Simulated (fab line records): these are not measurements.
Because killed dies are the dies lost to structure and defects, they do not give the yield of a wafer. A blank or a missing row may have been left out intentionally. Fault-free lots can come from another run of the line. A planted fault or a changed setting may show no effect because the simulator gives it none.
2 desks, one fault :: flow berkeley_cmos170 :: only its own numbers are on each desk; what lay behind them is given at the end

## THE TOOL OWNER'S DESK: rie_si-01
The tool's own readings at UCB170_GATE_ETCH_15 (etches poly-Si in HBr/Cl2, stops on SiO2, time 56.3 s, target depth 278.2 nm): means of the sampled wafers that have a number, for each lot that ran on this tool. Any lot whose mean is over 4 standard deviations away from the usual mean is out of limits and marked OUT; that distance is given in the brackets.
Columns: A = drypump_motor_current_A at UCB170_GATE_ETCH_15, usual 5.6 A; B = oes_product_au at UCB170_GATE_ETCH_15, usual 0.831 a.u.; C = rf_fwd_power_W at UCB170_GATE_ETCH_15, usual 297.3 W; D = run_length_s at UCB170_GATE_ETCH_15, usual 84.3 s; E = throttle_valve_pct at UCB170_GATE_ETCH_15, usual 26.24 %
lot: L352
first seen here: day 6 13:07
A: 5.4
B: 0.821
C: 298.6
D: 84.2
E: 26.15

lot: L353
first seen here: day 7 08:37
A: 5.4
B: 0.830
C: 297.9
D: 84.2
E: 26.15

lot: L354
first seen here: day 7 08:52
A: 5.2
B: 0.818
C: 299.5
D: 86.0
E: 26.09

lot: L358
first seen here: day 7 17:20
A: 5.4
B: 0.825
C: 297.4
D: 85.4
E: 26.14

lot: L368
first seen here: day 10 09:01
A: 6.0
B: 0.815
C: 296.7
D: 84.4
E: 26.29

lot: L369
first seen here: day 10 21:08
A: 5.7
B: 0.842
C: 297.6
D: 84.2
E: 26.23

lot: L372
first seen here: day 10 21:35
A: 5.5
B: 0.840
C: 297.2
D: 83.6
E: 26.13

lot: L374
first seen here: day 11 16:10
A: 5.7
B: 0.822
C: 297.5
D: 84.0
E: 26.24

lot: L375
first seen here: day 12 01:04
A: 5.5
B: 0.852
C: 297.8
D: 83.8
E: 26.17
This desk found nothing out of limits on any of the 9 lots.

## THE METROLOGY DESK
Lot by lot, what the gauges showed, no matter which tool ran the lot: averages of those sampled wafers that carry a number. Any lot whose mean is over 4 standard deviations away from the usual mean is out of limits and marked OUT; that distance is given in the brackets.
Columns: A = NWELL_OVL at UCB170_NWELL_OVL_MEAS_12, usual 3 nm; B = PLDD_TW at UCB170_PLDD_TW_MEAS_11, usual 1010
lot: L352
first seen here: day 2 07:21
A: 7
B: 1018

lot: L354
first seen here: day 2 21:07
A: -2
B: 1006

lot: L353
first seen here: day 2 21:31
A: -0
B: 1017

lot: L358
first seen here: day 3 17:20
A: 3
B: 1021

lot: L364
first seen here: day 5 01:35
A: 1
B: 1022

lot: L367
first seen here: day 5 14:41
A: 1
B: 1011

lot: L368
first seen here: day 5 18:50
A: 2
B: 1010

lot: L369
first seen here: day 6 01:15
A: 6
B: 1012

lot: L370
first seen here: day 6 05:47
A: 8
B: 1017

lot: L371
first seen here: day 6 12:00
A: 4
B: 995

lot: L372
first seen here: day 6 12:03
A: 5
B: 1021

lot: L373
first seen here: day 6 19:23
A: 6
B: 1014

lot: L374
first seen here: day 6 19:55
A: 11
B: 1023

lot: L375
first seen here: day 7 04:19
A: 10
B: 1013
This desk found nothing out of limits on any of the 14 lots.

## TAKEN TOGETHER
The tool owner's desk saw nothing out of limits.
Nothing out of limits was seen by the metrology desk.

## WHAT THE SIMULATOR PUT IN
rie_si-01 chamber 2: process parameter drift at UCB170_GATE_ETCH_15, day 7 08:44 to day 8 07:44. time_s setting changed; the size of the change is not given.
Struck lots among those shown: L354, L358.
